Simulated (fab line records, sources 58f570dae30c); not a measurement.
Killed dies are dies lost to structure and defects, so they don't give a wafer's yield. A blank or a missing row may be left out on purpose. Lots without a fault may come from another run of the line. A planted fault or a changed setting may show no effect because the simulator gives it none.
Chamber matching | flow berkeley_cmos170 | UCB170_CONTACT_CLEAN_07 on wet_bench-01: 3 sister chambers
The step cleans in SPM, time 600 s. 14 wafers are shown with their chamber, then 7 later ones without.

WAFERS WITH THEIR CHAMBER
wafer  | chamber | bath_guard_temp_C (C)
L079.2 | 0       | 120.03
L079.4 | 0       | 119.74
L079.6 | 0       | 120.01
L083.2 | 0       | 119.69
L083.3 | 0       | 119.73
L083.6 | 0       | 120.13
L085.3 | 3       | 119.54
L085.4 | 3       | 119.56
L085.6 | 3       | 119.60
L087.1 | 0       | 119.90
L087.4 | 0       | 119.74
L087.6 | 0       | 119.96
L088.4 | 1       | 120.04
L088.5 | 1       | 119.66

SIGNATURES (means of the wafers above)
reading           | chamber 0 | chamber 1 | chamber 3 | scatter within a chamber
bath_guard_temp_C | 119.8811  | 119.8500  | 119.5667  | 0.16
Rule: a wafer's distance from a chamber is the root of the sum, over the readings, of the square of ((its reading less the chamber's mean) divided by the reading's scatter). The wafer belongs to the nearest chamber; if the next one is less than 2 further off, it can't be placed. The scatter: the root of (the sum of the squares of (reading less its chamber's mean) over the shown wafers, divided by (wafers less chambers)).

WAFERS WITHOUT THEIR CHAMBER
wafer  | bath_guard_temp_C (C)
L088.6 | 120.49
L089.1 | 120.21
L089.2 | 120.05
L089.3 | 119.56
L089.4 | 119.82
L089.5 | 120.03
L089.6 | 119.85

WHICH CHAMBER EACH WENT THROUGH
wafer  | from the rows above          | in truth
L088.6 | can't be placed: 0 or 1 or 3 | 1
L089.1 | can't be placed: 0 or 1 or 3 | 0
L089.2 | can't be placed: 0 or 1 or 3 | 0
L089.3 | can't be placed: 3 or 1 or 0 | 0
L089.4 | can't be placed: 1 or 0 or 3 | 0
L089.5 | can't be placed: 0 or 1 or 3 | 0
L089.6 | can't be placed: 1 or 0 or 3 | 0
Placed correctly: 0 of 7. Can't be placed from these rows: 7 (the true chamber is among the candidates in 7). Placed wrongly: 0.
